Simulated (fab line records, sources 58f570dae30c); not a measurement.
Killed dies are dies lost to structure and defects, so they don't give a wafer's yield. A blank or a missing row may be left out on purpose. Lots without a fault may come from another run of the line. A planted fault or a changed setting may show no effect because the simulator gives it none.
fab line records | flow berkeley_cmos170
record lots=5 wafers=15 last_day=11
route steps=331 shown SILICIDE@214 CONTACT@216 M1@238
lots that met no fault: from a run of the same line without faults
start_h: hours from the record's first day to the start of the lot's first wafer shown | wait_h: hours since the lot's step before | " the same as in the row above | L1.1+2: a row that stands for several wafers | - no value, or no start given | * or withheld: withheld | < > ~ a bound
route shown NAME@n: a module of which the file shows steps, and the number in the route of the first | usual: mean/standard deviation of fault-free wafers | same: alike in all rows | chamber/n: place in a boat | sites: the reading at each site | _std_site: their standard deviation | _edge_site: outer sites' mean less inner sites' | radius_mm: how far each site lies from the wafer's centre | mask NAME#n: copy n | behind: the tool/chamber that last shaped the wafer | hold: why the lot was held/for how many hours/how that ended | device: the transistor (n, p or np) that didn't switch | end of line: the same wafers' tests at the end of the route | a step without rows: its recipe alone | killed: dies lost to structure and defects at the first sort, not the wafer's yield | map: a wafer's dies, x killed, . not, _ none there
set.NAME: the setting as run; set.NAME@STEP: as run at that earlier step | model.NAME: the simulator's own value behind a step, which no gauge read
lots at some steps of the route; a table a step, a row a wafer
services: from which hour (start_h, from the record's first day; less than 0 if before it) a tool's chamber was out of use, for how many hours, and why
## steps
# step UCB170_SILICIDE_RTA_04
# recipe temp_c=650 time_s=15 ambient=N2
# usual lamp_power_pct=11.3/0.65 wafer_temp_C_max=652.9/0.61
# columns lot.wafer tool chamber start_h wait_h lamp_power_pct wafer_temp_C_max
L086.3 rtp_anneal-01 0 201.01 0.1 10.6 652.5
L086.4 " 0 " " 10.6 653.5
L086.6 " 0 " " 10.6 652.7
L087.1 rtp_anneal-02 0 212.04 0.1 11.9 654.3
L087.4 " 0 " " 11.9 654.1
L087.6 " 0 " " 11.9 653.5
L091.1 rtp_anneal-02 0 212.86 0.1 11.9 653.9
L091.3 " 0 " " 11.9 653.4
L091.5 " 0 " " 11.9 652.5
L096.2 rtp_anneal-01 0 241.55 0.1 10.6 652.2
L096.3 " 0 " " 10.6 654.1
L096.5 " 0 " " 10.6 652.9
L097.1 rtp_anneal-02 0 253.08 0.1 11.9 653.3
L097.2 " 0 " " 11.9 653.1
L097.6 " 0 " " 11.9 652.6
# step UCB170_SILICIDE_WET_ETCH_05
# recipe chemistry=SPM time_s=45 temp_c=120 target=Ti
# usual bath_guard_temp_C=119.9/0.55
# columns lot.wafer tool chamber start_h wait_h bath_guard_temp_C
L086.3 wet_bench-04 0 201.06 0.0 119.9
L086.4 " 0 " " 120.2
L086.6 " 0 " " 119.6
L087.1 wet_bench-04 2 212.11 0.1 120.1
L087.4 " 2 " " 120.1
L087.6 " 2 " " 120.2
L091.1 wet_bench-04 2 212.93 0.1 120.0
L091.3 " 2 " " 120.0
L091.5 " 2 " " 120.6
L096.2 wet_bench-04 3 241.61 0.1 119.7
L096.3 " 3 " " 119.6
L096.5 " 3 " " 119.5
L097.1 wet_bench-04 1 253.27 0.2 119.3
L097.2 " 1 " " 119.0
L097.6 " 1 " " 119.4
# step UCB170_CONTACT_CLEAN_00
# recipe chemistry=SPM temp_c=120 time_s=600
# usual bath_guard_temp_C=120.0/0.65
# columns lot.wafer tool chamber start_h wait_h bath_guard_temp_C
L086.3 wet_bench-04 2 201.08 0.0 120.3
L086.4 " 2 " " 120.2
L086.6 " 2 " " 120.1
L087.1 wet_bench-04 1 212.14 0.0 119.3
L087.4 " 1 " " 118.9
L087.6 " 1 " " 119.4
L091.1 wet_bench-04 1 212.95 0.0 119.6
L091.3 " 1 " " 119.0
L091.5 " 1 " " 119.0
L096.2 wet_bench-04 1 241.64 0.0 119.1
L096.3 " 1 " " 119.2
L096.5 " 1 " " 119.2
L097.1 wet_bench-04 1 253.29 0.0 119.8
L097.2 " 1 " " 119.2
L097.6 " 1 " " 119.3
# step UCB170_CONTACT_CVD_01
# recipe material=PSG target_thk_nm=700 temp_c=450 precursor=SiH4/O2/PH3 time_s=2820 pressure_mtorr=300 sih4_flow_sccm=60 o2_flow_sccm=90 ph3_flow_sccm=25
# usual spike_tc_load_C=469.0/2.9
# columns lot.wafer tool chamber start_h wait_h spike_tc_load_C
L086.3 lpcvd-02 0 201.25 0.0 470.5
L086.4 " 0 " " 471.5
L086.6 " 0 " " 468.0
L087.1 lpcvd-01 1 212.31 0.0 471.2
L087.4 " 1 " " 470.6
L087.6 " 1 " " 469.3
L091.1 lpcvd-02 1 213.28 0.1 460.6
L091.3 " 1 " " 461.7
L091.5 " 1 " " 461.9
L096.2 lpcvd-02 0 242.75 0.9 469.3
L096.3 " 0 " " 468.9
L096.5 " 0 " " 471.1
L097.1 lpcvd-02 0 253.46 0.0 468.3
L097.2 " 0 " " 470.3
L097.6 " 0 " " 469.8
# step UCB170_CONTACT_THK_MEAS_02
# recipe reads=PSG_of_CONTACT_CVD_01
# usual CONTACT_PSG_THK=704/6.7
# columns lot.wafer tool chamber start_h wait_h CONTACT_PSG_THK[nm]
L086.3 film_metro-03 - 203.95 0.0 695
L086.4 " - " " 696
L086.6 " - " " 699
L087.1 film_metro-02 - 214.09 0.0 703
L087.4 " - " " 703
L087.6 " - " " 706
L091.1 film_metro-01 - 215.95 0.0 706
L091.3 " - " " 704
L091.5 " - " " 702
L096.2 film_metro-02 - 245.43 0.0 698
L096.3 " - " " 697
L096.5 " - " " 693
L097.1 film_metro-01 - 256.14 0.0 697
L097.2 " - " " 698
L097.6 " - " " 694
# step UCB170_CONTACT_HMDS_03
# recipe prime_time_s=60 prime_temp_c=100
# columns lot.wafer tool chamber start_h wait_h
L086.3+4+6 litho_track-01 0 204.04 0.1
L087.1+4+6 litho_track-01 0 214.15 0.1
L091.1+3+5 litho_track-04 0 216.01 0.1
L096.2+3+5 litho_track-04 0 245.51 0.1
L097.1+2+6 litho_track-01 0 256.24 0.1
# step UCB170_CONTACT_COAT_04
# recipe resist=KrF spin_rpm=1500 resist_thk_nm=900
# columns lot.wafer tool chamber start_h wait_h
L086.3+4+6 litho_track-01 0 204.19 0.1
L087.1+4+6 litho_track-01 0 214.30 0.1
L091.1+3+5 litho_track-04 0 216.16 0.1
L096.2+3+5 litho_track-04 0 245.66 0.1
L097.1+2+6 litho_track-01 0 256.39 0.1
# step UCB170_CONTACT_SOFTBAKE_05
# recipe resist=KrF temp_c=130 time_s=60
# columns lot.wafer tool chamber start_h wait_h
L086.3+4+6 litho_track-01 0 204.34 0.1
L087.1+4+6 litho_track-01 0 214.45 0.1
L091.1+3+5 litho_track-04 0 216.31 0.1
L096.2+3+5 litho_track-04 0 245.81 0.1
L097.1+2+6 litho_track-01 0 256.54 0.1
# step UCB170_CONTACT_STRIP_06
# recipe chemistry=O2 power_w=400 pressure_mtorr=3500 platen_temp_c=withheld o2_flow_sccm=400 overash_fraction=0.5
# usual drypump_motor_current_A=5.7/0.34 oes_product_au=0.734/0.0048 strip_time_to_endpoint_s=21.99/0.072
# columns lot.wafer tool chamber start_h wait_h drypump_motor_current_A oes_product_au rf_hours_counter_h strip_time_to_endpoint_s
L086.3 plasma_asher-01 1 204.47 0.1 6.0 0.725 - 21.99
L086.4 " 0 " " 5.6 0.732 - 22.02
L086.6 " 1 " " 6.0 0.738 - 21.99
L087.1 plasma_asher-03 0 214.60 0.1 5.1 0.737 55 21.94
L087.4 " 1 " " 5.9 0.736 - 21.96
L087.6 " 1 " " 5.9 0.735 - 21.91
L091.1 plasma_asher-03 1 216.46 0.1 5.9 0.740 55 22.00
L091.3 " 1 " " 5.9 0.731 - 22.03
L091.5 " 0 " " 5.1 0.745 - 22.00
L096.2 plasma_asher-03 0 245.93 0.1 5.1 0.743 59 21.91
L096.3 " 1 " " 5.9 0.731 - 21.96
L096.5 " 0 " " 5.1 0.739 - 21.97
L097.1 plasma_asher-03 0 256.69 0.1 5.1 0.729 60 21.93
L097.2 " 1 " " 5.9 0.731 60 21.87
L097.6 " 1 " " 5.9 0.738 - 21.88
# step UCB170_CONTACT_CLEAN_07
# recipe chemistry=SPM temp_c=120 time_s=600
# usual bath_guard_temp_C=120.0/0.65
# columns lot.wafer tool chamber start_h wait_h bath_guard_temp_C
L086.3 wet_bench-04 1 204.56 0.1 119.4
L086.4 " 1 " " 119.5
L086.6 " 1 " " 118.8
L087.1 wet_bench-01 3 214.70 0.1 120.2
L087.4 " 3 " " 120.5
L087.6 " 3 " " 120.2
L091.1 wet_bench-02 3 216.58 0.1 119.5
L091.3 " 3 " " 119.8
L091.5 " 3 " " 119.6
L096.2 wet_bench-04 1 246.03 0.1 119.2
L096.3 " 1 " " 119.4
L096.5 " 1 " " 119.2
L097.1 wet_bench-02 3 256.79 0.1 119.9
L097.2 " 3 " " 119.7
L097.6 " 3 " " 119.3
# step UCB170_CONTACT_RTA_08
# recipe temp_c=900 time_s=10 ambient=N2
# usual lamp_power_pct=26.4/1.5 wafer_temp_C_max=904.1/0.75
# columns lot.wafer tool chamber start_h wait_h lamp_power_pct wafer_temp_C_max
L086.3 rtp_anneal-02 0 204.76 0.0 27.9 903.7
L086.4 " 0 " " 27.9 904.2
L086.6 " 0 " " 27.9 904.4
L087.1 rtp_anneal-02 0 214.88 0.0 27.8 904.2
L087.4 " 0 " " 27.8 903.6
L087.6 " 0 " " 27.8 903.7
L091.1 rtp_anneal-01 0 216.75 0.0 24.8 902.8
L091.3 " 0 " " 24.8 903.1
L091.5 " 0 " " 24.8 903.4
L096.2 rtp_anneal-02 0 246.22 0.0 27.8 904.9
L096.3 " 0 " " 27.8 903.5
L096.5 " 0 " " 27.8 903.0
L097.1 rtp_anneal-01 0 256.97 0.0 24.8 904.8
L097.2 " 0 " " 24.8 905.5
L097.6 " 0 " " 24.8 905.3
# step UCB170_CONTACT_COAT_09
# recipe resist=BARC temp_c=withheld time_s=withheld spin_rpm=3000 resist_thk_nm=withheld
# columns lot.wafer tool chamber start_h wait_h
L086.3+4+6 litho_track-04 0 204.86 0.1
L087.1+4+6 litho_track-03 0 214.95 0.1
L091.1+3+5 litho_track-03 0 216.82 0.1
L096.2+3+5 litho_track-01 0 246.30 0.1
L097.1+2+6 litho_track-04 0 257.18 0.2
# step UCB170_CONTACT_COAT_10
# recipe resist=KrF spin_rpm=1500 resist_thk_nm=900
# columns lot.wafer tool chamber start_h wait_h
L086.3+4+6 litho_track-04 0 - -
L087.1+4+6 litho_track-03 0 - -
L091.1+3+5 litho_track-03 0 - -
L096.2+3+5 litho_track-01 0 - -
L097.1+2+6 litho_track-04 0 - -
# step UCB170_CONTACT_SOFTBAKE_11
# recipe resist=KrF temp_c=130 time_s=60
# columns lot.wafer tool chamber start_h wait_h
L086.3+4+6 litho_track-04 0 - -
L087.1+4+6 litho_track-03 0 - -
L091.1+3+5 litho_track-03 0 - -
L096.2+3+5 litho_track-01 0 - -
L097.1+2+6 litho_track-04 0 - -
# step UCB170_CONTACT_EXPOSE_12
# recipe mask_id=CONT target_cd_nm=700 na=0.5 sigma_outer=0.6 source_shape=conventional dose_mj=35.23
# usual focus_offset_nm=0.0/0.52 reticle_temp_C=23.01/0.11
# same sigma_outer=0.6
# columns lot.wafer tool chamber start_h wait_h mask focus_offset_nm reticle_temp_C
L086.3 krf_scanner-02 0 205.42 - CONT#0 -0.1 22.99
L086.4 " 0 " " CONT#0 0.6 22.95
L086.6 " 0 " " CONT#0 0.4 23.05
L087.1 krf_scanner-02 0 215.40 - CONT#0 -0.2 23.04
L087.4 " 0 " " CONT#0 -0.2 23.00
L087.6 " 0 " " CONT#0 -0.6 23.06
L091.1 krf_scanner-02 0 217.27 - CONT#0 0.1 23.09
L091.3 " 0 " " CONT#0 0.3 23.07
L091.5 " 0 " " CONT#0 0.4 23.04
L096.2 krf_scanner-02 0 246.87 - CONT#0 -0.2 23.26
L096.3 " 0 " " CONT#0 1.0 23.06
L096.5 " 0 " " CONT#0 0.5 23.10
L097.1 krf_scanner-01 0 257.79 - CONT#0 -0.2 23.09
L097.2 " 0 " " CONT#0 0.4 23.05
L097.6 " 0 " " CONT#0 1.2 23.05
# step UCB170_CONTACT_PEB_13
# recipe peb_temp_c=130 peb_time_s=withheld resist=KrF
# columns lot.wafer tool chamber start_h wait_h
L086.3+4+6 litho_track-01 0 205.55 0.1
L087.1+4+6 litho_track-04 0 215.51 0.1
L091.1+3+5 litho_track-01 0 217.48 0.2
L096.2+3+5 litho_track-03 0 246.99 0.1
L097.1+2+6 litho_track-01 0 257.91 0.1
# step UCB170_CONTACT_DEVELOP_14
# recipe developer=TMAH develop_time_s=45 resist=KrF dev_temp_c=21
# columns lot.wafer tool chamber start_h wait_h
L086.3+4+6 litho_track-01 0 - -
L087.1+4+6 litho_track-04 0 - -
L091.1+3+5 litho_track-01 0 - -
L096.2+3+5 litho_track-03 0 - -
L097.1+2+6 litho_track-01 0 - -
# step UCB170_CONTACT_CD_MEAS_15
# recipe target_cd_nm=700
# usual cd_nm=700.1/1.4
# columns lot.wafer tool chamber start_h wait_h cd_nm
L086.3 cd_sem-01 - 205.81 - 701.4
L086.4 " - " " 701.2
L086.6 " - " " 699.7
L087.1 cd_sem-02 - 215.90 - 698.6
L087.4 " - " " 698.8
L087.6 " - " " 699.6
L091.1 cd_sem-01 - 217.75 - 700.4
L091.3 " - " " 699.8
L091.5 " - " " 700.4
L096.2 cd_sem-01 - 247.26 - 700.0
L096.3 " - " " 700.0
L096.5 " - " " 701.6
L097.1 cd_sem-01 - 258.19 - 700.3
L097.2 " - " " 699.9
L097.6 " - " " 700.2
# step UCB170_CONTACT_OVL_MEAS_16
# usual CONTACT_OVL=1/5.5
# columns lot.wafer tool chamber start_h wait_h CONTACT_OVL[nm]
L086.3 overlay-02 - 205.91 0.1 8
L086.4 " - " " 7
L086.6 " - " " 3
L087.1 overlay-02 - 216.02 0.1 8
L087.4 " - " " 12
L087.6 " - " " 10
L091.1 overlay-02 - 217.87 0.1 6
L091.3 " - " " 11
L091.5 " - " " 4
L096.2 overlay-01 - 247.37 0.1 -6
L096.3 " - " " -5
L096.5 " - " " -1
L097.1 overlay-02 - 258.31 0.1 -10
L097.2 " - " " -7
L097.6 " - " " -2
# step UCB170_CONTACT_ETCH_17
# recipe chemistry=N2/H2 target_depth_a=withheld overetch_a=withheld target=BARC time_s=withheld source_w=500 bias_w=100 pressure_mtorr=30 n2_flow_sccm=100 h2_flow_sccm=200
# usual drypump_motor_current_A=5.6/0.39 h2_flow_sccm=200.1/0.64 oes_product_au=1.013/0.025 throttle_valve_pct=13.26/0.19
# columns lot.wafer tool chamber start_h wait_h drypump_motor_current_A h2_flow_sccm oes_product_au throttle_valve_pct
L086.3 rie_diel-04 3 205.93 0.0 5.8 199.5 1.048 13.23
L086.4 " 2 " " 6.4 199.9 1.038 13.02
L086.6 " 2 " " 6.4 200.8 1.035 13.02
L087.1 rie_diel-03 2 216.06 0.0 5.0 200.0 0.981 13.18
L087.4 " 1 " " 5.7 199.4 1.020 13.03
L087.6 " 0 " " 5.1 199.8 1.001 13.31
L091.1 rie_diel-02 1 217.91 0.0 5.4 200.9 1.006 13.06
L091.3 " 2 " " 5.7 199.0 1.001 13.51
L091.5 " 2 " " 5.7 199.7 0.994 13.50
L096.2 rie_diel-03 3 247.40 0.0 5.9 200.6 0.966 13.22
L096.3 " 1 " " 5.7 199.5 1.014 13.02
L096.5 " 2 " " 5.0 199.6 0.978 13.17
L097.1 rie_diel-03 1 258.34 0.0 5.7 200.4 1.026 13.00
L097.2 " 3 " " 5.9 199.8 0.974 13.23
L097.6 " 3 " " 5.9 200.6 0.983 13.22
# step UCB170_CONTACT_ETCH_18
# recipe chemistry=CHF3/CF4/Ar target=PSG stop_on=TiSi2 CHF3_flow_sccm=45 cf4_flow_sccm=15 Ar_flow_sccm=150 pressure_mtorr=200 rf_w=700 target_depth_a=8400 over_etch_frac=0.2 time_s=195
# usual drypump_motor_current_A=5.6/0.39 oes_product_au=0.902/0.014 throttle_valve_pct=6.88/0.12
# columns lot.wafer tool chamber start_h wait_h drypump_motor_current_A oes_product_au rf_hours_counter_h throttle_valve_pct
L086.3 rie_diel-04 3 - - 5.9 0.891 45 6.89
L086.4 " 2 " " 6.3 0.911 121 6.76
L086.6 " 2 " " 6.4 0.909 - 6.74
L087.1 rie_diel-03 2 - - 5.0 0.889 136 6.71
L087.4 " 1 " " 5.7 0.915 21 6.79
L087.6 " 0 " " 5.1 0.882 - 6.82
L091.1 rie_diel-02 1 - - 5.4 0.896 81 6.78
L091.3 " 2 " " 5.7 0.913 85 6.98
L091.5 " 2 " " 5.7 0.906 - 6.99
L096.2 rie_diel-03 3 - - 5.9 0.884 84 6.98
L096.3 " 1 " " 5.7 0.912 23 6.80
L096.5 " 2 " " 5.0 0.891 - 6.71
L097.1 rie_diel-03 1 - - 5.7 0.913 23 6.79
L097.2 " 3 " " 5.9 0.874 85 6.99
L097.6 " 3 " " 5.9 0.874 - 6.99
# step UCB170_CONTACT_STRIP_19
# recipe chemistry=O2 power_w=400 pressure_mtorr=3500 platen_temp_c=withheld o2_flow_sccm=400 overash_fraction=0.5
# usual drypump_motor_current_A=5.7/0.32 oes_product_au=0.726/0.0049
# columns lot.wafer tool chamber start_h wait_h drypump_motor_current_A oes_product_au rf_hours_counter_h
L086.3 plasma_asher-03 0 206.13 - 5.1 0.726 -
L086.4 " 1 " " 5.9 0.720 -
L086.6 " 0 " " 5.1 0.734 -
L087.1 plasma_asher-02 0 216.22 - 5.8 0.719 54
L087.4 " 0 " " 5.8 0.713 -
L087.6 " 0 " " 5.7 0.731 -
L091.1 plasma_asher-01 1 218.07 - 6.0 0.727 41
L091.3 " 1 " " 6.0 0.727 -
L091.5 " 1 " " 6.0 0.720 -
L096.2 plasma_asher-03 0 247.56 - 5.1 0.732 59
L096.3 " 0 " " 5.1 0.727 -
L096.5 " 0 " " 5.1 0.730 -
L097.1 plasma_asher-01 1 258.51 - 6.0 0.729 45
L097.2 " 0 " " 5.6 0.735 45
L097.6 " 0 " " 5.5 0.722 -
# step UCB170_CONTACT_CD_MEAS_90
# recipe target_cd_nm=700
# usual cd_nm=700.4/1.6
# columns lot.wafer tool chamber start_h wait_h cd_nm
L086.3 cd_sem-01 - 206.24 0.1 700.8
L086.4 " - " " 700.8
L086.6 " - " " 699.7
L087.1 cd_sem-01 - 216.32 0.1 698.0
L087.4 " - " " 698.3
L087.6 " - " " 699.8
L091.1 cd_sem-02 - 218.17 0.1 702.0
L091.3 " - " " 699.3
L091.5 " - " " 700.8
L096.2 cd_sem-01 - 247.68 0.1 699.7
L096.3 " - " " 700.0
L096.5 " - " " 701.9
L097.1 cd_sem-02 - 258.61 0.1 700.2
L097.2 " - " " 700.8
L097.6 " - " " 699.8
# step UCB170_CONTACT_CLEAN_20
# recipe chemistry=SPM temp_c=120 time_s=600
# usual bath_guard_temp_C=119.8/0.62
# columns lot.wafer tool chamber start_h wait_h bath_guard_temp_C
L086.3 wet_bench-02 3 206.32 0.1 119.8
L086.4 " 3 " " 119.6
L086.6 " 3 " " 119.7
L087.1 wet_bench-01 0 216.44 0.1 121.0
L087.4 " 0 " " 121.2
L087.6 " 0 " " 121.4
L091.1 wet_bench-02 2 218.56 0.4 119.0
L091.3 " 2 " " 119.1
L091.5 " 2 " " 119.3
L096.2 wet_bench-04 0 247.78 0.1 120.1
L096.3 " 0 " " 120.0
L096.5 " 0 " " 119.7
L097.1 wet_bench-02 2 258.73 0.1 118.6
L097.2 " 2 " " 119.1
L097.6 " 2 " " 119.1
# step UCB170_M1_SPUTTER_00
# recipe material=Al target_thk_nm=600 time_s=80 power_w=6000 chamber_pressure_pa=0.5
# usual throttle_valve_pct=30.3/0.88
# columns lot.wafer tool chamber start_h wait_h throttle_valve_pct
L086.3 pvd_sputter-03 - 206.49 0.0 31.5
L086.4 " - " " 31.1
L086.6 " - " " 31.7
L087.1 pvd_sputter-02 - 216.62 0.0 31.0
L087.4 " - " " 29.7
L087.6 " - " " 29.7
L091.1 pvd_sputter-03 - 218.74 0.0 30.3
L091.3 " - " " 31.7
L091.5 " - " " 30.6
L096.2 pvd_sputter-04 - 247.96 0.0 31.2
L096.3 " - " " 28.8
L096.5 " - " " 31.2
L097.1 pvd_sputter-04 - 258.90 0.0 28.8
L097.2 " - " " 29.0
L097.6 " - " " 31.2
# step UCB170_M1_RS_MEAS_01
# recipe thk_meas_gauge=four-point-probe reads=Al_of_M1_SPUTTER_00
# usual M1_AL_RS=0.0484/0.00054
# columns lot.wafer tool chamber start_h wait_h M1_AL_RS[ohm/sq]
L086.3 film_metro-03 - 206.59 0.1 0.0491
L086.4 " - " " 0.0495
L086.6 " - " " 0.0495
L087.1 film_metro-03 - 216.68 0.0 0.0487
L087.4 " - " " 0.0482
L087.6 " - " " 0.0482
L091.1 film_metro-01 - 218.80 0.0 0.0490
L091.3 " - " " 0.0493
L091.5 " - " " 0.0497
L096.2 film_metro-03 - 248.04 0.1 0.0473
L096.3 " - " " 0.0480
L096.5 " - " " 0.0477
L097.1 film_metro-03 - 258.96 0.0 0.0486
L097.2 " - " " 0.0488
L097.6 " - " " 0.0482
# step UCB170_M1_THK_MEAS_02
# recipe thk_meas_gauge=xrf reads=Al_of_M1_SPUTTER_00
# usual M1_AL_THK=595/7.2
# columns lot.wafer tool chamber start_h wait_h M1_AL_THK[nm]
L086.3 film_metro-03 - 206.69 0.1 585
L086.4 " - " " 578
L086.6 " - " " 576
L087.1 film_metro-03 - 216.80 0.1 592
L087.4 " - " " 602
L087.6 " - " " 597
L091.1 film_metro-01 - 218.92 0.1 591
L091.3 " - " " 581
L091.5 " - " " 580
L096.2 film_metro-03 - 248.15 0.1 604
L096.3 " - " " 594
L096.5 " - " " 600
L097.1 film_metro-03 - 259.08 0.1 590
L097.2 " - " " 587
L097.6 " - " " 596
# step UCB170_M1_COAT_03
# recipe resist=BARC temp_c=withheld time_s=withheld spin_rpm=3000 resist_thk_nm=withheld
# columns lot.wafer tool chamber start_h wait_h
L086.3+4+6 litho_track-01 0 206.78 0.1
L087.1+4+6 litho_track-02 0 216.97 0.2
L091.1+3+5 litho_track-02 0 219.08 0.1
L096.2+3+5 litho_track-01 0 248.22 0.1
L097.1+2+6 litho_track-01 0 259.14 0.1
# step UCB170_M1_COAT_04
# recipe resist=KrF spin_rpm=1500 resist_thk_nm=900
# columns lot.wafer tool chamber start_h wait_h
L086.3+4+6 litho_track-01 0 - -
L087.1+4+6 litho_track-02 0 - -
L091.1+3+5 litho_track-02 0 - -
L096.2+3+5 litho_track-01 0 - -
L097.1+2+6 litho_track-01 0 - -
# step UCB170_M1_SOFTBAKE_05
# recipe resist=KrF temp_c=130 time_s=60
# columns lot.wafer tool chamber start_h wait_h
L086.3+4+6 litho_track-01 0 - -
L087.1+4+6 litho_track-02 0 - -
L091.1+3+5 litho_track-02 0 - -
L096.2+3+5 litho_track-01 0 - -
L097.1+2+6 litho_track-01 0 - -
# step UCB170_M1_EXPOSE_06
# recipe mask_id=METAL1 target_cd_nm=700 na=0.5 sigma_outer=0.6 source_shape=conventional dose_mj=21
# usual focus_offset_nm=-0.1/0.51 reticle_temp_C=22.99/0.12
# same sigma_outer=0.6
# columns lot.wafer tool chamber start_h wait_h mask focus_offset_nm reticle_temp_C
L086.3 krf_scanner-01 0 207.35 - METAL1#0 0.9 22.85
L086.4 " 0 " " METAL1#0 -0.7 22.98
L086.6 " 0 " " METAL1#0 0.9 22.87
L087.1 krf_scanner-02 0 217.59 - METAL1#0 0.1 22.99
L087.4 " 0 " " METAL1#0 0.9 23.01
L087.6 " 0 " " METAL1#0 0.0 22.92
L091.1 krf_scanner-02 0 219.53 - METAL1#0 -0.1 22.89
L091.3 " 0 " " METAL1#0 0.2 23.01
L091.5 " 0 " " METAL1#0 0.1 22.98
L096.2 krf_scanner-01 0 248.79 - METAL1#0 -0.1 23.18
L096.3 " 0 " " METAL1#0 0.5 23.12
L096.5 " 0 " " METAL1#0 -0.2 23.16
L097.1 krf_scanner-01 0 259.59 - METAL1#0 0.4 23.14
L097.2 " 0 " " METAL1#0 0.0 23.06
L097.6 " 0 " " METAL1#0 0.3 23.05
# step UCB170_M1_PEB_07
# recipe peb_temp_c=129.4 peb_time_s=withheld resist=KrF
# columns lot.wafer tool chamber start_h wait_h
L086.3+4+6 litho_track-04 0 207.93 0.6
L087.1+4+6 litho_track-02 0 217.71 0.1
L091.1+3+5 litho_track-01 0 219.64 0.1
L096.2+3+5 litho_track-01 0 249.12 0.3
L097.1+2+6 litho_track-04 0 259.71 0.1
# step UCB170_M1_DEVELOP_08
# recipe developer=TMAH develop_time_s=45 resist=KrF dev_temp_c=21
# columns lot.wafer tool chamber start_h wait_h
L086.3+4+6 litho_track-04 0 - -
L087.1+4+6 litho_track-02 0 - -
L091.1+3+5 litho_track-01 0 - -
L096.2+3+5 litho_track-01 0 - -
L097.1+2+6 litho_track-04 0 - -
# step UCB170_M1_CD_MEAS_09
# recipe target_cd_nm=700
# usual cd_nm=700.2/1.5
# columns lot.wafer tool chamber start_h wait_h cd_nm
L086.3 cd_sem-02 - 208.20 - 699.8
L086.4 " - " " 699.2
L086.6 " - " " 700.1
L087.1 cd_sem-01 - 217.99 - 702.4
L087.4 " - " " 700.4
L087.6 " - " " 700.6
L091.1 cd_sem-01 - 219.92 - 701.2
L091.3 " - " " 698.6
L091.5 " - " " 699.5
L096.2 cd_sem-02 - 249.39 - 699.6
L096.3 " - " " 699.3
L096.5 " - " " 700.9
L097.1 cd_sem-01 - 260.05 - 699.9
L097.2 " - " " 700.5
L097.6 " - " " 700.4
# step UCB170_M1_OVL_MEAS_10
# usual M1_OVL=3/5.5
# columns lot.wafer tool chamber start_h wait_h M1_OVL[nm]
L086.3 overlay-02 - 208.29 0.1 -4
L086.4 " - " " -5
L086.6 " - " " -2
L087.1 overlay-02 - 218.11 0.1 3
L087.4 " - " " 2
L087.6 " - " " -5
L091.1 overlay-01 - 220.04 0.1 -1
L091.3 " - " " 5
L091.5 " - " " 4
L096.2 overlay-01 - 249.50 0.1 10
L096.3 " - " " 18
L096.5 " - " " 17
L097.1 overlay-01 - 260.17 0.1 10
L097.2 " - " " 14
L097.6 " - " " 7
# step UCB170_M1_ETCH_11
# recipe chemistry=N2/H2 target_depth_a=withheld overetch_a=withheld target=BARC time_s=withheld source_w=500 bias_w=100 pressure_mtorr=30 n2_flow_sccm=100 h2_flow_sccm=200
# usual drypump_motor_current_A=5.58/0.26 h2_flow_sccm=199.9/0.61 oes_product_au=1.002/0.017 throttle_valve_pct=13.31/0.18
# columns lot.wafer tool chamber start_h wait_h drypump_motor_current_A h2_flow_sccm oes_product_au throttle_valve_pct
L086.3 rie_diel-01 3 208.31 0.0 5.96 201.1 1.001 13.44
L086.4 " 1 " " 5.69 199.5 0.984 13.21
L086.6 " 2 " " 5.47 199.5 1.022 13.24
L087.1 rie_diel-01 3 218.14 0.0 5.96 200.4 0.994 13.43
L087.4 " 1 " " 5.67 200.1 0.979 13.22
L087.6 " 0 " " 5.74 198.8 1.032 13.65
L091.1 rie_diel-03 3 220.07 0.0 5.91 198.8 0.980 13.24
L091.3 " 1 " " 5.69 200.1 1.005 13.01
L091.5 " 0 " " 5.16 200.0 0.993 13.30
L096.2 rie_diel-02 2 249.53 0.0 5.68 200.1 0.997 13.49
L096.3 " 0 " " 5.20 200.1 1.035 13.42
L096.5 " 2 " " 5.67 200.9 0.982 13.51
L097.1 rie_diel-02 3 260.20 0.0 5.66 200.4 0.987 13.21
L097.2 " 1 " " 5.40 198.5 1.007 13.06
L097.6 " 0 " " 5.20 199.9 1.022 13.41
# step UCB170_M1_METAL_ETCH_12
# recipe chemistry=Cl2/BCl3 target=Al stop_on=PSG pressure_mtorr=12 target_depth_a=7800 over_etch_frac=0.3 time_s=130 icp_w=600 bias_w=120 Cl2_flow_sccm=90 bcl3_flow_sccm=45
# usual bcl3_flow_sccm=45.01/0.13 drypump_motor_current_A=5.6/0.34 oes_product_au=0.850/0.015 throttle_valve_pct=24.4/0.34
# columns lot.wafer tool chamber start_h wait_h bcl3_flow_sccm drypump_motor_current_A oes_product_au rf_hours_counter_h throttle_valve_pct
L086.3 rie_metal-01 1 208.40 - 45.15 5.2 0.831 - 24.7
L086.4 " 0 " " 44.95 6.2 0.855 - 24.8
L086.6 " 0 " " 44.96 6.2 0.853 - 24.8
L087.1 rie_metal-01 0 218.18 - 45.04 6.3 0.864 11 24.8
L087.4 " 0 " " 44.98 6.2 0.864 - 24.8
L087.6 " 1 " " 44.95 5.2 0.844 - 24.7
L091.1 rie_metal-04 0 220.12 - 45.10 5.3 0.857 4 24.0
L091.3 " 1 " " 45.15 5.4 0.846 - 24.7
L091.5 " 1 " " 45.24 5.4 0.842 - 24.7
L096.2 rie_metal-01 0 249.57 - 45.14 6.2 0.876 12 24.8
L096.3 " 0 " " 45.18 6.2 0.870 - 24.8
L096.5 " 1 " " 44.97 5.2 0.847 - 24.7
L097.1 rie_metal-03 1 260.25 - 45.11 5.6 0.835 12 24.0
L097.2 " 0 " " 44.89 5.7 0.816 11 24.4
L097.6 " 0 " " 44.78 5.7 0.831 - 24.4
## services
# columns tool chamber start_h hours kind
rtp_anneal-02 - 177.51 6.3 pm
rie_diel-01 2 177.55 3.7 repair
rie_diel-01 3 180.08 7.1 repair
lpcvd-01 - 190.40 1.1 repair
pvd_sputter-02 - 196.86 3.0 repair
krf_scanner-01 - 198.14 1.0 repair
wet_bench-02 - 199.31 1.4 repair
rie_diel-03 - 203.80 4.0 pm
rie_metal-01 - 204.68 2.8 pm
krf_scanner-01 - 217.15 1.0 pm
rie_diel-04 1 221.83 18.5 repair
rie_diel-01 2 225.83 22.1 repair
plasma_asher-01 - 226.52 4.3 pm
rie_diel-01 0 231.72 3.4 repair
krf_scanner-01 - 239.07 1.3 pm
rie_diel-04 1 240.86 7.1 repair
krf_scanner-01 - 242.54 0.8 pm
rie_diel-01 3 250.02 4.2 repair
lpcvd-02 - 252.49 0.8 pm
pvd_sputter-03 - 253.23 4.0 repair
rie_diel-04 1 253.62 16.3 repair
lpcvd-02 - 256.89 0.7 repair
krf_scanner-02 - 257.11 0.8 pm
plasma_asher-03 - 259.91 1.8 repair
## key
fault none
